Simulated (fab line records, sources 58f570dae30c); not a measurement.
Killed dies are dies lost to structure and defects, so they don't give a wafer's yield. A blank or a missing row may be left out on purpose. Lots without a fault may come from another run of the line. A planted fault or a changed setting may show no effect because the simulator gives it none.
One fault seen from 2 desks | flow berkeley_cmos170 | each desk has only its own numbers; what lay behind them comes last

THE METROLOGY DESK
What the gauges read, lot by lot, whatever tool the lot ran on: means of the sampled wafers that have a number. A lot is out of limits, marked OUT, if its mean lies more than 4 standard deviations from the usual mean; the brackets give that distance.
Columns: A = PWELL_TW at UCB170_PWELL_TW_MEAS_17, usual 377; B = cd_nm at UCB170_NSD_CD_MEAS_06, usual 1199.8 nm; C = SILICIDE_TI_RS at UCB170_SILICIDE_RS_MEAS_02, usual 26.0 ohm/sq
lot  | first seen here | A              | B      | C
L208 | day 3 19:38     | 378            | 1199.0 | 25.9
L211 | day 4 05:32     | 375            | 1200.6 | 25.5
L210 | day 4 05:49     | 377            | 1199.2 | 25.7
L209 | day 4 06:04     | 379            | 1199.4 | 26.6
L213 | day 4 19:02     | 371            | 1199.7 | 26.0
L216 | day 5 07:10     | 374            | 1199.6 | 25.6
L217 | day 5 15:02     | 373            | 1199.8 | 25.5
L219 | day 5 20:16     | 372            | 1199.4 | 26.6
L218 | day 5 20:31     | 378            | 1198.4 | 25.9
L220 | day 6 04:28     | 371            | 1199.0 | 26.0
L223 | day 7 07:03     | 402 (+7.2) OUT | 1197.4 | 25.9
L227 | day 7 14:35     | 406 (+8.4) OUT | 1201.3 | 25.7
L228 | day 8 04:22     | 378            | 1200.2 | 26.8
L230 | day 8 16:22     | 378            | 1198.6 | 25.7
This desk's finding: out of limits on L223, L227; first on L223, day 7 07:03 (PWELL_TW at UCB170_PWELL_TW_MEAS_17). In limits: L208, L211, L210, L209, L213, L216, L217, L219, L218, L220, L228, L230.

THE TOOL OWNER'S DESK: implanter-03
The tool's own readings at UCB170_PWELL_IMPLANT_15: means of the sampled wafers that have a number, for each lot that ran on this tool. A lot is out of limits, marked OUT, if its mean lies more than 4 standard deviations from the usual mean; the brackets give that distance.
Columns: A = beam_on_s at UCB170_PWELL_IMPLANT_15, usual 9.97 s; B = faraday_current_uA at UCB170_PWELL_IMPLANT_15, usual 15.9
lot  | first seen here | A               | B
L210 | day 4 05:34     | 9.84            | 16.1
L216 | day 5 06:56     | 9.87            | 16.0
L218 | day 5 20:17     | 9.96            | 16.0
L223 | day 7 06:49     | 12.16 (+11) OUT | 13.1 (-9.1) OUT
L227 | day 7 14:21     | 12.34 (+12) OUT | 12.8 (-9.9) OUT
This desk's finding: out of limits on L223, L227; first on L223, day 7 06:49 (beam_on_s at UCB170_PWELL_IMPLANT_15). In limits: L210, L216, L218.

PUT TOGETHER
The tool owner's desk could have raised an alarm at day 7 06:49, on L223, L227.
The metrology desk could have raised an alarm at day 7 07:03, on L223, L227.
Of the lots named, all ran UCB170_PWELL_IMPLANT_15 on implanter-03.

WHAT THE SIMULATOR HAD PUT IN
Process parameter drift: implanter-03, from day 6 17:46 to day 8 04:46, at UCB170_PWELL_IMPLANT_15. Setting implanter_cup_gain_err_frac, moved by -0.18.
Lots struck among those shown: L223, L227.
Hours from the fault's start to each desk's first reading out of limits: the tool owner's desk, 13; the metrology desk, 13.
